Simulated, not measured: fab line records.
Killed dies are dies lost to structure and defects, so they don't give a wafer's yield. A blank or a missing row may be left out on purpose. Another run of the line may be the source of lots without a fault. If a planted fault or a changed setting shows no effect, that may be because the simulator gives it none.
The same fault as seen by 2 desks || flow berkeleyCmos170 || what lay behind the numbers comes last; until then each desk has only its own

## AT THE METROLOGY DESK
Means of the sampled wafers that have a number, per lot and without regard to the tool the lot ran on: this is what the gauges read. The brackets show how far a lot's mean lies from the usual mean; more than 4 standard deviations puts the lot out of limits, marked OUT.
Columns: A = cdNm at UCB170_NLDD_CD_MEAS_06, usual 1199.8 nm; B = PSD_OVL at UCB170_PSD_OVL_MEAS_07, usual -2 nm
{"lot": "L863", "first seen here": "day 6 02:37", "A": 1200.0, "B": -2}
{"lot": "L867", "first seen here": "day 7 03:34", "A": 1201.9, "B": -7}
{"lot": "L868", "first seen here": "day 7 04:08", "A": 1200.1, "B": -6}
{"lot": "L869", "first seen here": "day 8 03:37", "A": 1198.3, "B": -3}
{"lot": "L870", "first seen here": "day 8 03:53", "A": 1199.4, "B": -4}
{"lot": "L871", "first seen here": "day 8 04:23", "A": 1199.8, "B": 0}
{"lot": "L872", "first seen here": "day 8 08:41", "A": 1199.3, "B": -1}
{"lot": "L873", "first seen here": "day 8 08:42", "A": 1197.5, "B": -3}
{"lot": "L874", "first seen here": "day 8 13:10", "A": 1199.9, "B": -4}
{"lot": "L884", "first seen here": "day 10 20:13", "A": 1199.7, "B": -0}
{"lot": "L882", "first seen here": "day 10 22:29", "A": "-", "B": -6}
{"lot": "L883", "first seen here": "day 11 06:55", "A": "-", "B": 3}
{"lot": "L885", "first seen here": "day 11 09:44", "A": 1200.5, "B": -3}
{"lot": "L886", "first seen here": "day 11 17:21", "A": 1199.8, "B": 1}
This desk's finding: nothing out of limits on any of the 14 lots.

## AT THE TOOL OWNER'S DESK: lithoTrack-03
The tool's own readings at UCB170_NLDD_COAT_01 (resist thk 900 nm): means of the sampled wafers that have a number, for each lot that ran on this tool. The brackets show how far a lot's mean lies from the usual mean; more than 4 standard deviations puts the lot out of limits, marked OUT.
Columns: A = chillPlateTempC at UCB170_NLDD_COAT_01, usual 23.00 C; B = dispensePressureKPa at UCB170_NLDD_COAT_01, usual 52.8 kPa
{"lot": "L872", "first seen here": "day 8 07:40", "A": 22.94, "B": 55.0}
{"lot": "L874", "first seen here": "day 8 12:21", "A": 22.90, "B": 55.0}
This desk's finding: nothing out of limits on any of the 2 lots.

## BROUGHT TOGETHER
At the metrology desk, nothing out of limits was observed.
Nothing out of limits was seen by the tool owner's desk.

## WHAT HAD BEEN PUT IN BY THE SIMULATOR
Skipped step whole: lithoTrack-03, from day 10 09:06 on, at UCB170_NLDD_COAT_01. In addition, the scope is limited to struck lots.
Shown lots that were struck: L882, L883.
